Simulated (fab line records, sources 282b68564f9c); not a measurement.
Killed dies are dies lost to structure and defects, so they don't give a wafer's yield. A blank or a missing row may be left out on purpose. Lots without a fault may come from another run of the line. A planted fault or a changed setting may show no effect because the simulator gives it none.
Which tool did it? | flow rit_cmos | 15 lots, 45 wafers sampled, at 2 steps of a route of 202

WHAT THE GAUGES READ, wafer by wafer
The record holds no reading of a measuring or inspecting step that can be judged against a usual standard deviation.

WHICH TOOL RAN EACH LOT (tool, then ch and the chambers of the sampled wafers, then the start)
lot  | RIT_PLDD_HARDBAKE_07             | RIT_M1_PROBE_99
L779 | litho_track-04 ch 0, day 2 19:08 | prober-01, day 3 10:43
L781 | litho_track-04 ch 0, day 3 05:32 | prober-01, day 3 20:31
L782 | litho_track-03 ch 0, day 3 10:08 | prober-02, day 4 01:34
L783 | litho_track-04 ch 0, day 3 13:59 | prober-01, day 4 03:58
L784 | litho_track-04 ch 0, day 3 20:35 | prober-02, day 4 11:26
L786 | litho_track-04 ch 0, day 4 06:45 | prober-02, day 4 20:50
L788 | litho_track-02 ch 0, day 4 15:34 | prober-02, day 5 08:14
L792 | litho_track-02 ch 0, day 5 16:14 | prober-02, day 6 06:09
L793 | litho_track-03 ch 0, day 5 18:37 | prober-01, day 6 08:59
L795 | litho_track-02 ch 0, day 6 04:15 | prober-01, day 6 19:22
L798 | litho_track-03 ch 0, day 6 19:01 | prober-01, day 7 09:15
L799 | litho_track-02 ch 0, day 7 03:33 | prober-02, day 7 17:35
L800 | litho_track-03 ch 0, day 7 08:47 | prober-01, day 7 23:35
L801 | litho_track-04 ch 0, day 7 10:43 | prober-02, day 8 00:56
L802 | litho_track-04 ch 0, day 7 16:25 | prober-01, day 8 06:04
- RIT_PLDD_HARDBAKE_07: time 60 s.
- RIT_M1_PROBE_99

WHAT THE TOOLS THEMSELVES READ (means of the sampled wafers that have a number; where no wafer has one, the mark that the record gives instead)
RIT_PLDD_HARDBAKE_07.
lot  | tool           | heater_power_total_W (W) | plate_temp_C (C)
L779 | litho_track-04 | 62.59                    | 139.85
L781 | litho_track-04 | 62.55                    | 139.77
L782 | litho_track-03 | 62.59                    | 140.01
L783 | litho_track-04 | 60.44                    | 136.42
L784 | litho_track-04 | 60.46                    | 136.24
L786 | litho_track-04 | 60.40                    | 136.20
L788 | litho_track-02 | 62.55                    | 139.98
L792 | litho_track-02 | 62.56                    | 140.09
L793 | litho_track-03 | 62.57                    | 139.99
L795 | litho_track-02 | 62.56                    | 139.93
L798 | litho_track-03 | 62.56                    | 140.01
L799 | litho_track-02 | 62.54                    | 140.03
L800 | litho_track-03 | 62.51                    | 140.07
L801 | litho_track-04 | 62.53                    | 139.90
L802 | litho_track-04 | 62.51                    | 139.94

RIT_M1_PROBE_99.
lot  | tool      | killed_at_M0_to_M3 | killed_at_contacts | killed_at_front_end | killed_dies | killed_on_rim | killed_open | killed_short
L779 | prober-01 | 0.0                | 0.0                | 4                   | 4           | 1.0           | 3.0         | 1.0
L781 | prober-01 | 0.0                | 0.0                | 9                   | 9           | 2.7           | 5.3         | 4.0
L782 | prober-02 | 0.0                | 0.3                | 8                   | 8           | 1.7           | 3.0         | 5.3
L783 | prober-01 | 0.0                | 0.0                | 5                   | 5           | 1.0           | 2.7         | 2.7
L784 | prober-02 | 0.0                | 0.0                | 6                   | 6           | 0.7           | 2.3         | 3.3
L786 | prober-02 | 0.0                | 0.0                | 7                   | 7           | 1.3           | 3.0         | 3.7
L788 | prober-02 | 0.0                | 0.0                | 6                   | 6           | 1.0           | 3.3         | 3.0
L792 | prober-02 | 0.0                | 0.0                | 8                   | 8           | 3.3           | 3.0         | 5.0
L793 | prober-01 | 0.3                | 0.3                | 6                   | 7           | 2.3           | 2.7         | 4.3
L795 | prober-01 | 0.0                | 0.0                | 4                   | 4           | 1.3           | 3.0         | 1.3
L798 | prober-01 | 0.3                | 0.0                | 5                   | 5           | 1.7           | 1.7         | 3.7
L799 | prober-02 | 0.0                | 0.0                | 10                  | 10          | 1.3           | 4.7         | 5.0
L800 | prober-01 | 0.0                | 0.0                | 6                   | 6           | 2.3           | 2.3         | 3.7
L801 | prober-02 | 0.0                | 0.0                | 6                   | 6           | 2.0           | 3.3         | 3.0
L802 | prober-01 | 0.0                | 0.0                | 9                   | 9           | 2.0           | 5.0         | 3.7

THE ANSWER, worked out from the rows above alone
Rule: what is usual is taken from the lots themselves. Put in order of their means at a reading, lots are off if they are a third of the lots or fewer, leave a main group of 4 or more, and stand apart from it by a gap of 3 or more times the standard deviation of the main group's means; of several such gaps the widest counts. A main group whose means are all the same, to the digits that the tables above print for the reading, isn't used. A lot without any number at a reading at which 4 lots or more have one is off too. The other lots that the step has rows for count as sound. The gauges are gone through in route order, then the tools' own readings, and for those a lot's mean is taken as printed above. The first step at which some lot is off is used, and at that step the reading that is off furthest; a lot without a number counts as furthest.
Off: L783, L784, L786, at RIT_PLDD_HARDBAKE_07 (heater_power_total_W). The main group: mean 62.55 W, standard deviation 0.025.
A tool fits if, at that step or a process step before it, it ran every lot that is off, and no sound lot after the first of them. None of those tried fits.

WHAT THE SIMULATOR HAD PUT IN
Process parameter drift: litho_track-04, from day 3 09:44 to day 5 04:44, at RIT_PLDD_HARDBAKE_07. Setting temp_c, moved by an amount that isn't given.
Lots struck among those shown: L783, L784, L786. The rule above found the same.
